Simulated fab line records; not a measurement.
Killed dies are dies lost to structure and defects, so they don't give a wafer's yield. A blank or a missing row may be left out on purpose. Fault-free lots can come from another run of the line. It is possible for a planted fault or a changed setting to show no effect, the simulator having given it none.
Which of the tools did it? + flow rit_cmos + route of 202 steps, sampled at 1 step: 7 lots, 21 wafers

== WHAT THE GAUGES READ, wafer by wafer ==
RIT_PWELL_OVL_MEAS_06.
| lot  | measured    | on         | PWELL_OVL (nm) |
|------|-------------|------------|----------------|
| L622 | day 2 04:04 | overlay-02 | 0.9 3.0 1.7    |
| L629 | day 3 14:31 | overlay-02 | 1.8 1.2 1.5    |
| L633 | day 4 11:16 | overlay-01 | -1.3 -1.0 -1.6 |
| L635 | day 4 20:01 | overlay-01 | 2.0 2.7 4.0    |
| L637 | day 5 06:18 | overlay-01 | -2.0 0.8 -0.9  |
| L639 | day 5 16:59 | overlay-02 | -0.1 0.1 1.7   |
| L643 | day 6 12:55 | overlay-02 | -0.9 1.0 1.5   |

== TOOL THAT RAN EACH LOT (tool first, then ch and the chambers of the sampled wafers, then the start) ==
Record: no process step prior to these readings.

== THE ANSWER, worked out from the rows above alone ==
Rule: what is usual is taken from the lots themselves. Put in order of their means at a reading, lots are off if they are a third of the lots or fewer, leave a main group of 4 or more, and stand apart from it by a gap of 3 or more times the standard deviation of the main group's means; of several such gaps the widest counts. A main group is skipped when, at the precision printed for the reading in the tables above, its means are all equal. A lot without any number at a reading at which 4 lots or more have one is off too. Where the step has rows for the other lots, those lots are counted as sound.
No lot is off on any of the readings shown, so nothing can be concluded from this.

== WHAT THE SIMULATOR HAD INSERTED ==
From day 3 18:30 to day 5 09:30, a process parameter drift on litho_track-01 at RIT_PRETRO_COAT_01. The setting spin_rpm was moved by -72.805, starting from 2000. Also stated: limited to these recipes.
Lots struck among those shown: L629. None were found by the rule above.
